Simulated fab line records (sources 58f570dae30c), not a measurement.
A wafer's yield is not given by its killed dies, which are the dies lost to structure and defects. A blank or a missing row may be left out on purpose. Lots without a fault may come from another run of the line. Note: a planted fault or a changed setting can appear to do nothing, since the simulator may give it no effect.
2 desks, one fault    flow berkeley cmos170    every desk sees just its own numbers, and what lay behind them comes last

FOR THE TOOL OWNER'S DESK: plasma asher-03
The tool's own readings at UCB170_PVT_STRIP_08 (strips in O2): means of the sampled wafers that have a number, for each lot that ran on this tool. A lot is out of limits, marked OUT, if its mean lies more than 4 standard deviations from the usual mean; the brackets give that distance.
Columns: A = drypump motor current A at UCB170_PVT_STRIP_08, usual 5.9 A; B = oes product au at UCB170_PVT_STRIP_08, usual 0.734 a.u.; C = strip time to endpoint s at UCB170_PVT_STRIP_08, usual 21.62 s
lot   first seen here  A    B      C
L220  day 6 21:46      5.9  0.735  21.66
L223  day 7 10:18      5.9  0.734  21.70
L224  day 7 23:07      6.1  0.734  21.58
L225  day 8 01:56      6.0  0.734  21.61
L227  day 8 15:26      6.0  0.734  21.59
L232  day 9 20:12      5.9  0.736  21.63
L234  day 9 20:31      6.0  0.732  21.60
This desk found nothing out of limits on any of the 7 lots.

FROM THE METROLOGY DESK
What the gauges read for every lot (on any tool): the sampled wafers with a number, averaged. A lot is out of limits, marked OUT, if its mean lies more than 4 standard deviations from the usual mean; the brackets give that distance.
Columns: A = cd nm at UCB170_M2_CD_MEAS_15, usual 700.3 nm; B = V2_TEOS_THK at UCB170_V2_THK_MEAS_01, usual 1987 nm; C = cd nm at UCB170_V2_CD_MEAS_90, usual 699.9 nm
lot   first seen here  A      B     C
L218  day 8 08:14      701.6  1985  700.1
L219  day 8 23:26      704.1  1956  698.5
L220  day 8 23:44      701.5  1997  702.6
L222  day 9 08:56      699.5  1996  697.8
L223  day 9 10:11      702.2  2008  699.2
L224  day 9 23:50      701.7  2002  701.6
L225  day 9 23:58      699.9  1988  697.8
L227  day 10 16:52     699.4  1993  698.5
L232  day 11 18:10     701.4  1981  702.4
L234  day 11 20:50     699.7  1977  699.4
L237  day 12 20:29     700.7  1981  699.9
L238  day 13 06:29     701.1  1967  700.9
L241  day 13 20:55     698.6  1990  698.9
L240  day 13 23:57     701.2  1964  701.1
This desk found nothing out of limits on any of the 14 lots.

PUT TOGETHER
Nothing out of limits was seen by the tool owner's desk.
Metrology desk: nothing out of limits seen.

WHAT THE SIMULATOR HAD INSERTED
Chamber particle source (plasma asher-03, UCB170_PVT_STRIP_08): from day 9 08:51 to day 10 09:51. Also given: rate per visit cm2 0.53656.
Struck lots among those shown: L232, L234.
